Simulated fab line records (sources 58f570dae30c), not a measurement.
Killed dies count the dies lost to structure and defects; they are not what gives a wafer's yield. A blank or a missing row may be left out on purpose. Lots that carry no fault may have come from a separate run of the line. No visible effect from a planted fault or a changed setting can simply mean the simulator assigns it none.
Which tool was responsible? | flow berkeley cmos170 | 45 wafers from 15 lots sampled at 4 of the route's 331 steps

WHAT THE GAUGES SHOWED, per wafer
UCB170_NWELL_THK_MEAS_05. Usual: NWELL_NITRIDE_THK typically reads 224.0 nm, with standard deviation 2.5.
lot  | measured    | on            | NWELL_NITRIDE_THK (nm) | flag
L903 | day 2 05:37 | film metro-04 | 221.3 220.6 220.0      |
L906 | day 2 17:20 | film metro-01 | 221.5 221.2 219.8      |
L908 | day 3 05:51 | film metro-04 | 225.0 225.3 224.8      |
L909 | day 3 14:39 | film metro-01 | 231.0 230.3 228.7      |
L913 | day 4 09:10 | film metro-03 | 225.3 227.5 227.5      |
L916 | day 4 21:11 | film metro-03 | 225.0 223.8 224.6      |
L917 | day 4 21:11 | film metro-04 | 224.7 224.2 224.1      |
L918 | day 5 02:30 | film metro-04 | 221.0 223.8 223.2      |
L920 | day 5 14:24 | film metro-01 | 224.2 224.8 222.4      |
L921 | day 6 00:52 | film metro-04 | 224.5 224.7 224.8      |
L922 | day 6 05:13 | film metro-04 | 226.5 226.4 224.9      |
L923 | day 6 12:46 | film metro-03 | 220.6 221.4 219.5      |
L924 | day 6 18:40 | film metro-04 | 226.8 227.5 225.5      |
L926 | day 6 22:12 | film metro-04 | 224.2 224.9 223.1      |
L925 | day 6 22:13 | film metro-01 | 219.7 217.6 218.9      |

UCB170_NWELL_TW_MEAS_16. Usual: NWELL_TW typically reads 1250, with standard deviation 8.4.
lot  | measured    | on            | NWELL_TW       | flag
L903 | day 2 07:02 | film metro-04 | 1252 1251 1245 |
L906 | day 2 18:57 | film metro-04 | 1247 1254 1244 |
L908 | day 3 07:23 | film metro-01 | 1239 1246 1248 |
L909 | day 3 17:26 | film metro-03 | 1257 1247 1255 |
L913 | day 4 10:43 | film metro-01 | 1242 1237 1231 |
L916 | day 4 23:35 | film metro-01 | 1235 1242 1240 |
L917 | day 4 23:14 | film metro-04 | 1259 1264 1265 |
L918 | day 5 04:13 | film metro-04 | 1252 1243 1256 |
L920 | day 5 16:28 | film metro-01 | 1248 1247 1248 |
L921 | day 6 02:10 | film metro-04 | 1259 1253 1258 |
L922 | day 6 06:38 | film metro-04 | 1260 1255 1259 |
L923 | day 6 14:03 | film metro-03 | 1255 1258 1248 |
L924 | day 6 20:34 | film metro-04 | 1253 1256 1250 |
L926 | day 7 00:16 | film metro-01 | 1233 1239 1238 |
L925 | day 7 00:02 | film metro-01 | 1233 1244 1232 |

UCB170_NVT_TW_MEAS_09. Usual: NVT_TW typically reads 526, with standard deviation 3.4.
lot  | measured     | on            | NVT_TW      | flag
L903 | day 5 03:36  | film metro-04 | 526 528 525 |
L906 | day 5 18:46  | film metro-01 | 527 525 524 |
L908 | day 6 14:14  | film metro-01 | 523 523 522 |
L909 | day 6 21:07  | film metro-03 | 526 528 526 |
L913 | day 7 15:10  | film metro-04 | 523 528 526 |
L920 | day 9 09:34  | film metro-01 | 525 525 523 |
L921 | day 9 09:46  | film metro-04 | 526 528 524 |
L922 | day 9 09:29  | film metro-04 | 526 526 527 |
L923 | day 10 01:06 | film metro-03 | 532 527 527 |
L924 | day 10 06:52 | film metro-04 | 526 524 524 |
L926 | day 10 05:53 | film metro-01 | 522 520 517 |
L925 | day 10 06:19 | film metro-03 | 529 531 532 |

TOOL THAT RAN EACH LOT (tool first, then ch and the chambers of the sampled wafers, then the start)
lot  | UCB170_NWELL_EXPOSE_09
L903 | krf scanner-01 ch 0, day 2 06:16
L906 | krf scanner-01 ch 0, day 2 17:50
L908 | krf scanner-02 ch 0, day 3 06:26
L909 | krf scanner-01 ch 0, day 3 16:17
L913 | krf scanner-01 ch 0, day 4 09:47
L916 | krf scanner-02, day 4 22:10
L917 | krf scanner-01, day 4 21:52
L918 | krf scanner-02, day 5 03:22
L920 | krf scanner-01 ch 0, day 5 15:25
L921 | krf scanner-01 ch 0, day 6 01:24
L922 | krf scanner-02 ch 0, day 6 05:51
L923 | krf scanner-02 ch 0, day 6 13:16
L924 | krf scanner-01 ch 0, day 6 19:22
L926 | krf scanner-01 ch 0, day 6 23:26
L925 | krf scanner-02 ch 0, day 6 23:14
- UCB170_NWELL_EXPOSE_09: exposes mask NWELL, target cd 3000 nm.

AS READ BY THE TOOLS THEMSELVES (means over the sampled wafers that have a number; for cases with no such wafer, the mark the record gives instead)
UCB170_NWELL_EXPOSE_09. Usual: exposure dose mJ cm2 24.999, standard deviation 0.025; focus offset nm 0.0 nm, standard deviation 0.51; reticle temp C 22.99 C, standard deviation 0.11.
lot  | tool           | exposure dose mJ cm2 | focus offset nm (nm) | reticle temp C (C) | flag
L903 | krf scanner-01 | 25.005               | -0.4                 | 22.95              |
L906 | krf scanner-01 | 24.958               | 0.6                  | 22.94              |
L908 | krf scanner-02 | 24.987               | -0.2                 | 23.06              |
L909 | krf scanner-01 | 24.996               | 0.5                  | 23.11              |
L913 | krf scanner-01 | 24.983               | -0.3                 | 23.04              |
L916 | krf scanner-02 | -                    | -                    | -                  | OFF
L917 | krf scanner-01 | -                    | -                    | -                  | OFF
L918 | krf scanner-02 | -                    | -                    | -                  | OFF
L920 | krf scanner-01 | 24.995               | -0.8                 | 23.00              |
L921 | krf scanner-01 | 25.017               | 0.2                  | 22.96              |
L922 | krf scanner-02 | 24.973               | 0.6                  | 22.94              |
L923 | krf scanner-02 | 24.998               | -0.4                 | 22.92              |
L924 | krf scanner-01 | 24.998               | 0.5                  | 23.07              |
L926 | krf scanner-01 | 24.993               | -0.5                 | 23.21              |
L925 | krf scanner-02 | 25.023               | -0.0                 | 22.97              |

THE ANSWER, worked out from the rows above alone
Rule: a lot counts as off when the mean over its wafers that have a number is more than 3 standard deviations away from the usual mean. Also off: a lot with no number at a reading for which 4 or more lots have one. All remaining lots with rows at the step are treated as sound. The gauges are gone through in route order, then the tools' own readings, and for those a lot's mean is taken as printed above. At the first step where some lot is off, the reading lying furthest off is the one used; lots without a number count as furthest.
Off: L916, L917, L918 (UCB170_NWELL_EXPOSE_09, exposure dose mJ cm2). Without a number there: L916, L917, L918.
A tool fits if, at that step or a process step before it, it ran every lot that is off, and no sound lot after the first of them. Not one of the candidates tried fits.

WHAT THE SIMULATOR PUT IN
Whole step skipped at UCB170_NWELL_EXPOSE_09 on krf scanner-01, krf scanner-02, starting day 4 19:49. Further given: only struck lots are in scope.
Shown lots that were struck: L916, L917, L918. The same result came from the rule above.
